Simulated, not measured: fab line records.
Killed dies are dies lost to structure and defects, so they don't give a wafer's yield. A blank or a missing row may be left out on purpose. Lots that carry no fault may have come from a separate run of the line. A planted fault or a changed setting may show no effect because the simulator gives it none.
Which tool was responsible? -- flow rit-cmos -- Sampling: 15 lots, 45 wafers, 3 of 202 route steps

## WHAT EACH GAUGE READ, for each wafer
RIT_NLDD_TW_MEAS_10. Usual: NLDD_TW gives 2494 (standard deviation 19).
lot,measured,on,NLDD_TW,flag
L527,day 2 19:49,film-metro-02,2478 2469 2476,
L528,day 3 04:19,film-metro-04,2523 2509 2509,
L529,day 3 11:42,film-metro-04,2515 2500 2511,
L531,day 3 15:49,film-metro-03,2511 2528 2507,
L532,day 3 20:04,film-metro-03,2515 2502 2506,
L533,day 4 08:36,film-metro-03,2503 2497 2506,
L535,day 4 14:16,film-metro-02,2469 2473 2480,
L537,day 4 21:32,film-metro-02,2439 2468 2454,
L539,day 5 06:53,film-metro-03,2481 2490 2483,
L540,day 5 13:52,film-metro-03,2501 2501 2490,
L543,day 6 01:13,film-metro-03,2511 2491 2508,
L545,day 6 13:34,film-metro-03,2507 2515 2508,
L547,day 6 22:40,film-metro-03,2501 2512 2496,
L549,day 7 09:10,film-metro-03,2486 2497 2499,
L550,day 7 13:07,film-metro-04,2459 2482 2468,

RIT_CONTACT_CD_MEAS_08: the cd target is 1000 nm. Usual: 1000.1 nm for cd-nm, sd 2.3.
lot,measured,on,cd-nm (nm),flag
L527,day 3 07:03,cd-sem-02,1001.1 1000.5 1001.1,
L528,day 3 14:58,cd-sem-01,1002.2 1003.7 1000.7,
L529,day 4 00:18,cd-sem-01,997.8 995.7 999.8,
L531,day 4 01:36,cd-sem-02,1001.8 1000.1 1001.0,
L532,day 4 06:06,cd-sem-02,999.2 999.9 1001.1,
L533,day 4 18:04,cd-sem-01,1001.1 1000.8 1001.0,
L535,day 4 23:54,cd-sem-02,997.9 1000.9 999.0,
L537,day 5 07:38,cd-sem-02,999.9 1000.0 1002.0,
L539,day 5 18:17,cd-sem-01,995.3 995.7 996.6,
L540,day 5 23:49,cd-sem-02,998.9 1001.1 1000.2,
L543,day 6 11:53,cd-sem-02,999.6 999.2 996.6,
L545,day 6 23:20,cd-sem-02,1001.5 1001.2 998.2,
L547,day 7 08:34,cd-sem-01,999.4 999.4 998.6,
L549,day 7 19:07,cd-sem-01,998.7 999.0 1001.0,
L550,day 7 22:39,cd-sem-01,1001.0 1003.6 1002.9,

RIT_CONTACT_CD_MEAS_90: the cd target is 1000 nm. Usual: 1000.2 nm for cd-nm, sd 2.2.
lot,measured,on,cd-nm (nm),flag
L527,day 3 07:44,cd-sem-01,1000.9 1000.3 1000.9,
L528,day 3 15:39,cd-sem-01,1002.3 1003.3 1000.6,
L529,day 4 00:59,cd-sem-01,997.7 996.0 999.7,
L531,day 4 02:16,cd-sem-01,1001.5 1001.4 1001.9,
L532,day 4 06:46,cd-sem-01,999.2 1000.2 1001.0,
L533,day 4 18:44,cd-sem-01,1001.2 1000.3 1000.8,
L535,day 5 00:34,cd-sem-02,998.0 1000.8 998.9,
L537,day 5 08:18,cd-sem-02,999.5 1000.0 1002.0,
L539,day 5 18:59,cd-sem-02,995.1 995.9 996.9,
L540,day 6 00:30,cd-sem-02,999.4 1001.8 1000.7,
L543,day 6 12:33,cd-sem-02,1000.4 999.4 997.1,
L545,day 7 00:01,cd-sem-01,1001.5 1001.6 999.1,
L547,day 7 09:20,cd-sem-02,999.9 999.3 998.9,
L549,day 7 19:47,cd-sem-02,998.7 999.3 1001.7,
L550,day 7 23:30,cd-sem-01,1001.0 1003.4 1003.2,

## WHAT TOOL EACH LOT RAN ON (gives the tool, then ch and the chambers of the sampled wafers, and finally the start)
No process step before these readings appears in the record.

## WHAT THE TOOLS THEMSELVES READ (means of the sampled wafers that have a number; where no wafer has one, the mark that the record gives instead)
The record holds no such reading with a usual standard deviation.

## THE ANSWER, worked out from the rows above alone
Rule: a lot is off if the mean of its wafers that have a number lies more than 3 standard deviations from the usual mean. Also off: a lot with no number at a reading for which 4 or more lots have one. The other lots that the step has rows for count as sound. First the gauges in route order, then the tools' own readings, where a lot's mean is used as printed above. The first step at which some lot is off is used, and at that step the reading that is off furthest; a lot without a number counts as furthest.
Nothing can be told from this: no lot is off at any reading shown.

## WHAT HAD BEEN PUT IN BY THE SIMULATOR
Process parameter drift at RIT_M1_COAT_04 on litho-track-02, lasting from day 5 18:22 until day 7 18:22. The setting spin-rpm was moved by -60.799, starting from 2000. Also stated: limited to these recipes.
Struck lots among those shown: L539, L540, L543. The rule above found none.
